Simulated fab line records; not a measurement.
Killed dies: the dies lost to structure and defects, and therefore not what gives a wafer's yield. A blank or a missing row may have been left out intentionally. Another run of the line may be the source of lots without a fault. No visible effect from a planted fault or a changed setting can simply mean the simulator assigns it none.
What tool caused it? || flow berkeley-cmos170 || 42 wafers from 14 lots sampled at 5 of the route's 331 steps

WHAT EACH GAUGE READ, for each wafer
UCB170_START_THK_MEAS_03. Usual: START_OXIDE_THK 20.7 nm, standard deviation 0.38.
{"lot": "L126", "measured": "day 1 15:13", "on": "film-metro-03", "START_OXIDE_THK (nm)": "20.7 20.8 20.9", "flag": ""}
{"lot": "L127", "measured": "day 1 20:08", "on": "film-metro-01", "START_OXIDE_THK (nm)": "21.2 21.2 21.0", "flag": ""}
{"lot": "L129", "measured": "day 2 06:28", "on": "film-metro-01", "START_OXIDE_THK (nm)": "20.4 20.9 20.8", "flag": ""}
{"lot": "L131", "measured": "day 2 16:28", "on": "film-metro-01", "START_OXIDE_THK (nm)": "20.8 20.4 20.8", "flag": ""}
{"lot": "L133", "measured": "day 3 03:26", "on": "film-metro-02", "START_OXIDE_THK (nm)": "21.1 20.9 21.0", "flag": ""}
{"lot": "L135", "measured": "day 3 09:55", "on": "film-metro-01", "START_OXIDE_THK (nm)": "20.6 20.6 20.5", "flag": ""}
{"lot": "L137", "measured": "day 3 22:32", "on": "film-metro-02", "START_OXIDE_THK (nm)": "21.2 21.5 21.2", "flag": ""}
{"lot": "L138", "measured": "day 4 04:08", "on": "film-metro-03", "START_OXIDE_THK (nm)": "20.8 21.1 20.8", "flag": ""}
{"lot": "L140", "measured": "day 4 09:41", "on": "film-metro-01", "START_OXIDE_THK (nm)": "20.4 20.4 20.1", "flag": ""}
{"lot": "L143", "measured": "day 5 03:33", "on": "film-metro-02", "START_OXIDE_THK (nm)": "20.7 20.6 20.5", "flag": ""}
{"lot": "L145", "measured": "day 5 12:32", "on": "film-metro-03", "START_OXIDE_THK (nm)": "21.1 20.9 21.2", "flag": ""}
{"lot": "L146", "measured": "day 5 18:42", "on": "film-metro-02", "START_OXIDE_THK (nm)": "21.3 21.2 21.2", "flag": ""}
{"lot": "L148", "measured": "day 6 03:28", "on": "film-metro-03", "START_OXIDE_THK (nm)": "20.7 21.0 20.4", "flag": ""}
{"lot": "L149", "measured": "day 6 08:04", "on": "film-metro-03", "START_OXIDE_THK (nm)": "20.0 19.9 20.2", "flag": ""}

UCB170_PWELL_THK_MEAS_06. Usual: PWELL_NITRIDE_THK 218.9 nm, standard deviation 2.
{"lot": "L126", "measured": "day 2 23:33", "on": "film-metro-03", "PWELL_NITRIDE_THK (nm)": "221.4 221.5 221.7", "flag": ""}
{"lot": "L127", "measured": "day 3 04:38", "on": "film-metro-01", "PWELL_NITRIDE_THK (nm)": "220.0 220.4 220.6", "flag": ""}
{"lot": "L129", "measured": "day 3 17:22", "on": "film-metro-01", "PWELL_NITRIDE_THK (nm)": "220.2 219.5 219.4", "flag": ""}
{"lot": "L131", "measured": "day 4 11:03", "on": "film-metro-03", "PWELL_NITRIDE_THK (nm)": "221.3 219.0 219.2", "flag": ""}
{"lot": "L133", "measured": "day 4 15:03", "on": "film-metro-03", "PWELL_NITRIDE_THK (nm)": "222.4 221.8 222.6", "flag": ""}
{"lot": "L135", "measured": "day 4 21:50", "on": "film-metro-04", "PWELL_NITRIDE_THK (nm)": "217.7 218.1 220.2", "flag": ""}
{"lot": "L137", "measured": "day 5 08:39", "on": "film-metro-01", "PWELL_NITRIDE_THK (nm)": "219.4 217.4 218.1", "flag": ""}
{"lot": "L138", "measured": "day 5 18:17", "on": "film-metro-04", "PWELL_NITRIDE_THK (nm)": "217.7 218.0 217.7", "flag": ""}
{"lot": "L140", "measured": "day 5 18:17", "on": "film-metro-03", "PWELL_NITRIDE_THK (nm)": "219.4 218.5 216.9", "flag": ""}
{"lot": "L143", "measured": "day 6 17:15", "on": "film-metro-01", "PWELL_NITRIDE_THK (nm)": "218.8 217.1 218.5", "flag": ""}
{"lot": "L148", "measured": "day 7 06:32", "on": "film-metro-03", "PWELL_NITRIDE_THK (nm)": "219.7 218.9 218.9", "flag": ""}
{"lot": "L149", "measured": "day 7 15:02", "on": "film-metro-04", "PWELL_NITRIDE_THK (nm)": "222.6 220.2 221.0", "flag": ""}

WHICH TOOL RAN EACH LOT (tool, then ch and the chambers of the sampled wafers, then the start)
{"lot": "L126", "UCB170_ZERO_ETCH_06": "rie-diel-02 ch 0,2, day 1 22:52", "UCB170_ZERO_STRIP_07": "plasma-asher-03 ch 0,1, day 1 22:55", "UCB170_NWELL_ETCH_13": "rie-diel-03 ch 0,1, day 2 10:19"}
{"lot": "L127", "UCB170_ZERO_ETCH_06": "rie-diel-01 ch 1,2,3, day 2 02:21", "UCB170_ZERO_STRIP_07": "plasma-asher-01 ch 0,1, day 2 02:22", "UCB170_NWELL_ETCH_13": "rie-diel-02 ch 0,1,2, day 2 10:46"}
{"lot": "L129", "UCB170_ZERO_ETCH_06": "rie-diel-04 ch 1,2,3, day 2 11:03", "UCB170_ZERO_STRIP_07": "plasma-asher-03 ch 0,1, day 2 11:05", "UCB170_NWELL_ETCH_13": "rie-diel-01 ch 0,2,3, day 3 00:48"}
{"lot": "L131", "UCB170_ZERO_ETCH_06": "rie-diel-02 ch 1,3, day 2 23:03", "UCB170_ZERO_STRIP_07": "plasma-asher-01 ch 0,1, day 2 23:04", "UCB170_NWELL_ETCH_13": "rie-diel-02 ch 0,3, day 3 14:45"}
{"lot": "L133", "UCB170_ZERO_ETCH_06": "rie-diel-01 ch 0,1,2, day 3 11:52", "UCB170_ZERO_STRIP_07": "plasma-asher-01 ch 0,1, day 3 11:54", "UCB170_NWELL_ETCH_13": "rie-diel-03 ch 0,1,3, day 4 01:19"}
{"lot": "L135", "UCB170_ZERO_ETCH_06": "rie-diel-04 ch 0,1,3, day 3 15:41", "UCB170_ZERO_STRIP_07": "plasma-asher-01 ch 0,1, day 3 15:42", "UCB170_NWELL_ETCH_13": "rie-diel-01 ch 0,1,3, day 4 07:48"}
{"lot": "L137", "UCB170_ZERO_ETCH_06": "rie-diel-02 ch 1,2, day 4 06:29", "UCB170_ZERO_STRIP_07": "plasma-asher-01 ch 0,1, day 4 06:31", "UCB170_NWELL_ETCH_13": "rie-diel-02 ch 0,2,3, day 4 18:15"}
{"lot": "L138", "UCB170_ZERO_ETCH_06": "rie-diel-01 ch 2,3, day 4 11:40", "UCB170_ZERO_STRIP_07": "plasma-asher-03 ch 0,1, day 4 11:41", "UCB170_NWELL_ETCH_13": "rie-diel-01 ch 0,1,3, day 5 00:50"}
{"lot": "L140", "UCB170_ZERO_ETCH_06": "rie-diel-02 ch 0,3, day 4 13:57", "UCB170_ZERO_STRIP_07": "plasma-asher-02 ch 0,1, day 4 14:01", "UCB170_NWELL_ETCH_13": "rie-diel-03 ch 0,1,3, day 5 00:33"}
{"lot": "L143", "UCB170_ZERO_ETCH_06": "rie-diel-02 ch 0,1,3, day 5 07:53", "UCB170_ZERO_STRIP_07": "plasma-asher-01 ch 0,1, day 5 07:55", "UCB170_NWELL_ETCH_13": "rie-diel-03 ch 1,2,3, day 5 21:30"}
{"lot": "L145", "UCB170_ZERO_ETCH_06": "rie-diel-04 ch 0,1,2, day 5 17:25", "UCB170_ZERO_STRIP_07": "plasma-asher-02 ch 0,1, day 5 17:26", "UCB170_NWELL_ETCH_13": "-"}
{"lot": "L146", "UCB170_ZERO_ETCH_06": "rie-diel-04 ch 0,1,2, day 6 00:28", "UCB170_ZERO_STRIP_07": "plasma-asher-02 ch 0,1, day 6 00:29", "UCB170_NWELL_ETCH_13": "-"}
{"lot": "L148", "UCB170_ZERO_ETCH_06": "rie-diel-04 ch 0,2,3, day 6 07:07", "UCB170_ZERO_STRIP_07": "plasma-asher-03 ch 0,1, day 6 07:08", "UCB170_NWELL_ETCH_13": "rie-diel-02 ch 1,2,3, day 6 16:47"}
{"lot": "L149", "UCB170_ZERO_ETCH_06": "rie-diel-01 ch 1,2, day 6 12:49", "UCB170_ZERO_STRIP_07": "plasma-asher-03 ch 0,1, day 6 12:50", "UCB170_NWELL_ETCH_13": "rie-diel-02 ch 0,3, day 6 23:34"}
- UCB170_ZERO_ETCH_06: etches SiO2 in CHF3/CF4/Ar, time 12 s.
- UCB170_ZERO_STRIP_07: strips in O2.
- UCB170_NWELL_ETCH_13: etches Si3N4 in CH3F/Ar/O2, stops on SiO2, target depth 246.4 nm, time 154 s.

WHAT THE TOOLS THEMSELVES READ (means of the sampled wafers that have a number; where no wafer has one, the mark that the record gives instead)
UCB170_ZERO_ETCH_06. Usual: CHF3_flow_sccm 49.99 sccm, standard deviation 0.18; cf4-flow-sccm 10.00 sccm, standard deviation 0.034; drypump-motor-current-A 5.9 A, standard deviation 0.58; oes-product-au 0.614 a.u., standard deviation 0.01; throttle-valve-pct 9.23 %, standard deviation 0.12.
{"lot": "L126", "tool": "rie-diel-02", "CHF3_flow_sccm (sccm)": 49.97, "cf4-flow-sccm (sccm)": 9.99, "drypump-motor-current-A (A)": 5.3, "oes-product-au (a.u.)": 0.608, "throttle-valve-pct (%)": 9.38, "flag": ""}
{"lot": "L127", "tool": "rie-diel-01", "CHF3_flow_sccm (sccm)": 50.06, "cf4-flow-sccm (sccm)": 10.03, "drypump-motor-current-A (A)": 6.0, "oes-product-au (a.u.)": 0.616, "throttle-valve-pct (%)": 9.22, "flag": ""}
{"lot": "L129", "tool": "rie-diel-04", "CHF3_flow_sccm (sccm)": 50.01, "cf4-flow-sccm (sccm)": 9.98, "drypump-motor-current-A (A)": 5.7, "oes-product-au (a.u.)": 0.618, "throttle-valve-pct (%)": 9.15, "flag": ""}
{"lot": "L131", "tool": "rie-diel-02", "CHF3_flow_sccm (sccm)": 49.96, "cf4-flow-sccm (sccm)": 10.02, "drypump-motor-current-A (A)": 6.0, "oes-product-au (a.u.)": 0.617, "throttle-valve-pct (%)": 9.29, "flag": ""}
{"lot": "L133", "tool": "rie-diel-01", "CHF3_flow_sccm (sccm)": 50.14, "cf4-flow-sccm (sccm)": 10.00, "drypump-motor-current-A (A)": 6.2, "oes-product-au (a.u.)": 0.614, "throttle-valve-pct (%)": 9.15, "flag": ""}
{"lot": "L135", "tool": "rie-diel-04", "CHF3_flow_sccm (sccm)": 50.01, "cf4-flow-sccm (sccm)": 10.01, "drypump-motor-current-A (A)": 5.9, "oes-product-au (a.u.)": 0.623, "throttle-valve-pct (%)": 9.18, "flag": ""}
{"lot": "L137", "tool": "rie-diel-02", "CHF3_flow_sccm (sccm)": 50.07, "cf4-flow-sccm (sccm)": 10.03, "drypump-motor-current-A (A)": 6.3, "oes-product-au (a.u.)": 0.613, "throttle-valve-pct (%)": 9.23, "flag": ""}
{"lot": "L138", "tool": "rie-diel-01", "CHF3_flow_sccm (sccm)": 49.98, "cf4-flow-sccm (sccm)": 10.00, "drypump-motor-current-A (A)": 6.1, "oes-product-au (a.u.)": 0.611, "throttle-valve-pct (%)": 9.23, "flag": ""}
{"lot": "L140", "tool": "rie-diel-02", "CHF3_flow_sccm (sccm)": 49.67, "cf4-flow-sccm (sccm)": 9.97, "drypump-motor-current-A (A)": 5.1, "oes-product-au (a.u.)": 0.611, "throttle-valve-pct (%)": 9.41, "flag": ""}
{"lot": "L143", "tool": "rie-diel-02", "CHF3_flow_sccm (sccm)": 49.79, "cf4-flow-sccm (sccm)": 10.00, "drypump-motor-current-A (A)": 5.5, "oes-product-au (a.u.)": 0.612, "throttle-valve-pct (%)": 9.32, "flag": ""}
{"lot": "L145", "tool": "rie-diel-04", "CHF3_flow_sccm (sccm)": "-", "cf4-flow-sccm (sccm)": "-", "drypump-motor-current-A (A)": "-", "oes-product-au (a.u.)": "-", "throttle-valve-pct (%)": "-", "flag": "OFF"}
{"lot": "L146", "tool": "rie-diel-04", "CHF3_flow_sccm (sccm)": "-", "cf4-flow-sccm (sccm)": "-", "drypump-motor-current-A (A)": "-", "oes-product-au (a.u.)": "-", "throttle-valve-pct (%)": "-", "flag": "OFF"}
{"lot": "L148", "tool": "rie-diel-04", "CHF3_flow_sccm (sccm)": 49.94, "cf4-flow-sccm (sccm)": 10.00, "drypump-motor-current-A (A)": 5.9, "oes-product-au (a.u.)": 0.621, "throttle-valve-pct (%)": 9.09, "flag": ""}
{"lot": "L149", "tool": "rie-diel-01", "CHF3_flow_sccm (sccm)": 49.97, "cf4-flow-sccm (sccm)": 9.98, "drypump-motor-current-A (A)": 6.0, "oes-product-au (a.u.)": 0.616, "throttle-valve-pct (%)": 9.21, "flag": ""}

UCB170_ZERO_STRIP_07. Usual: drypump-motor-current-A 5.53 A, standard deviation 0.3; oes-product-au 0.727 a.u., standard deviation 0.0046; strip-time-to-endpoint-s 21.48 s, standard deviation 0.058.
{"lot": "L126", "tool": "plasma-asher-03", "drypump-motor-current-A (A)": 5.72, "oes-product-au (a.u.)": 0.722, "strip-time-to-endpoint-s (s)": 21.49, "flag": ""}
{"lot": "L127", "tool": "plasma-asher-01", "drypump-motor-current-A (A)": 5.40, "oes-product-au (a.u.)": 0.725, "strip-time-to-endpoint-s (s)": 21.57, "flag": ""}
{"lot": "L129", "tool": "plasma-asher-03", "drypump-motor-current-A (A)": 5.64, "oes-product-au (a.u.)": 0.728, "strip-time-to-endpoint-s (s)": 21.41, "flag": ""}
{"lot": "L131", "tool": "plasma-asher-01", "drypump-motor-current-A (A)": 5.39, "oes-product-au (a.u.)": 0.727, "strip-time-to-endpoint-s (s)": 21.48, "flag": ""}
{"lot": "L133", "tool": "plasma-asher-01", "drypump-motor-current-A (A)": 5.39, "oes-product-au (a.u.)": 0.733, "strip-time-to-endpoint-s (s)": 21.36, "flag": ""}
{"lot": "L135", "tool": "plasma-asher-01", "drypump-motor-current-A (A)": 5.39, "oes-product-au (a.u.)": 0.725, "strip-time-to-endpoint-s (s)": 21.52, "flag": ""}
{"lot": "L137", "tool": "plasma-asher-01", "drypump-motor-current-A (A)": 5.21, "oes-product-au (a.u.)": 0.726, "strip-time-to-endpoint-s (s)": 21.49, "flag": ""}
{"lot": "L138", "tool": "plasma-asher-03", "drypump-motor-current-A (A)": 5.73, "oes-product-au (a.u.)": 0.728, "strip-time-to-endpoint-s (s)": 21.51, "flag": ""}
{"lot": "L140", "tool": "plasma-asher-02", "drypump-motor-current-A (A)": 5.85, "oes-product-au (a.u.)": 0.728, "strip-time-to-endpoint-s (s)": 21.48, "flag": ""}
{"lot": "L143", "tool": "plasma-asher-01", "drypump-motor-current-A (A)": 5.24, "oes-product-au (a.u.)": 0.727, "strip-time-to-endpoint-s (s)": 21.46, "flag": ""}
{"lot": "L145", "tool": "plasma-asher-02", "drypump-motor-current-A (A)": 5.81, "oes-product-au (a.u.)": 0.739, "strip-time-to-endpoint-s (s)": 21.64, "flag": ""}
{"lot": "L146", "tool": "plasma-asher-02", "drypump-motor-current-A (A)": 5.86, "oes-product-au (a.u.)": 0.737, "strip-time-to-endpoint-s (s)": 21.65, "flag": ""}
{"lot": "L148", "tool": "plasma-asher-03", "drypump-motor-current-A (A)": 5.64, "oes-product-au (a.u.)": 0.731, "strip-time-to-endpoint-s (s)": 21.40, "flag": ""}
{"lot": "L149", "tool": "plasma-asher-03", "drypump-motor-current-A (A)": 5.74, "oes-product-au (a.u.)": 0.727, "strip-time-to-endpoint-s (s)": 21.53, "flag": ""}

UCB170_NWELL_ETCH_13. Usual: CH3F_flow_sccm 20.01 sccm, standard deviation 0.059; O2_flow_sccm 7.004 sccm, standard deviation 0.02; drypump-motor-current-A 5.9 A, standard deviation 0.55; oes-product-au 0.934 a.u., standard deviation 0.015; throttle-valve-pct 8.07 %, standard deviation 0.14.
{"lot": "L126", "tool": "rie-diel-03", "CH3F_flow_sccm (sccm)": 19.99, "O2_flow_sccm (sccm)": 6.985, "drypump-motor-current-A (A)": 6.1, "oes-product-au (a.u.)": 0.950, "throttle-valve-pct (%)": 8.23, "flag": ""}
{"lot": "L127", "tool": "rie-diel-02", "CH3F_flow_sccm (sccm)": 20.02, "O2_flow_sccm (sccm)": 6.991, "drypump-motor-current-A (A)": 5.7, "oes-product-au (a.u.)": 0.928, "throttle-valve-pct (%)": 8.10, "flag": ""}
{"lot": "L129", "tool": "rie-diel-01", "CH3F_flow_sccm (sccm)": 19.99, "O2_flow_sccm (sccm)": 7.011, "drypump-motor-current-A (A)": 6.3, "oes-product-au (a.u.)": 0.923, "throttle-valve-pct (%)": 8.00, "flag": ""}
{"lot": "L131", "tool": "rie-diel-02", "CH3F_flow_sccm (sccm)": 20.01, "O2_flow_sccm (sccm)": 7.007, "drypump-motor-current-A (A)": 5.6, "oes-product-au (a.u.)": 0.939, "throttle-valve-pct (%)": 8.19, "flag": ""}
{"lot": "L133", "tool": "rie-diel-03", "CH3F_flow_sccm (sccm)": 19.98, "O2_flow_sccm (sccm)": 7.007, "drypump-motor-current-A (A)": 6.0, "oes-product-au (a.u.)": 0.949, "throttle-valve-pct (%)": 8.07, "flag": ""}
{"lot": "L135", "tool": "rie-diel-01", "CH3F_flow_sccm (sccm)": 20.01, "O2_flow_sccm (sccm)": 6.998, "drypump-motor-current-A (A)": 5.9, "oes-product-au (a.u.)": 0.918, "throttle-valve-pct (%)": 7.96, "flag": ""}
{"lot": "L137", "tool": "rie-diel-02", "CH3F_flow_sccm (sccm)": 19.97, "O2_flow_sccm (sccm)": 6.984, "drypump-motor-current-A (A)": 5.7, "oes-product-au (a.u.)": 0.938, "throttle-valve-pct (%)": 8.15, "flag": ""}
{"lot": "L138", "tool": "rie-diel-01", "CH3F_flow_sccm (sccm)": 20.00, "O2_flow_sccm (sccm)": 6.998, "drypump-motor-current-A (A)": 5.9, "oes-product-au (a.u.)": 0.923, "throttle-valve-pct (%)": 7.97, "flag": ""}
{"lot": "L140", "tool": "rie-diel-03", "CH3F_flow_sccm (sccm)": 19.95, "O2_flow_sccm (sccm)": 6.994, "drypump-motor-current-A (A)": 6.0, "oes-product-au (a.u.)": 0.945, "throttle-valve-pct (%)": 8.08, "flag": ""}
{"lot": "L143", "tool": "rie-diel-03", "CH3F_flow_sccm (sccm)": 20.00, "O2_flow_sccm (sccm)": 7.004, "drypump-motor-current-A (A)": 6.1, "oes-product-au (a.u.)": 0.945, "throttle-valve-pct (%)": 7.97, "flag": ""}
{"lot": "L148", "tool": "rie-diel-02", "CH3F_flow_sccm (sccm)": 20.01, "O2_flow_sccm (sccm)": 6.998, "drypump-motor-current-A (A)": 6.1, "oes-product-au (a.u.)": 0.935, "throttle-valve-pct (%)": 8.08, "flag": ""}
{"lot": "L149", "tool": "rie-diel-02", "CH3F_flow_sccm (sccm)": 20.03, "O2_flow_sccm (sccm)": 7.021, "drypump-motor-current-A (A)": 5.1, "oes-product-au (a.u.)": 0.923, "throttle-valve-pct (%)": 8.21, "flag": ""}

THE ANSWER, worked out from the rows above alone
Rule: a lot counts as off when the mean over its wafers that have a number is more than 3 standard deviations away from the usual mean. Also off: a lot with no number at a reading for which 4 or more lots have one. The other lots that the step has rows for count as sound. The gauges are gone through in route order, then the tools' own readings, and for those a lot's mean is taken as printed above. The first step at which some lot is off is used, and at that step the reading that is off furthest; a lot without a number counts as furthest.
Off: L145, L146, at UCB170_ZERO_ETCH_06 (CHF3_flow_sccm). Without a number there: L145, L146.
If a tool, at that step or one of the process steps before it, ran each lot that is off and ran no sound lot following the first of them, it fits. None of those tried fits.

WHAT THE SIMULATOR PUT IN
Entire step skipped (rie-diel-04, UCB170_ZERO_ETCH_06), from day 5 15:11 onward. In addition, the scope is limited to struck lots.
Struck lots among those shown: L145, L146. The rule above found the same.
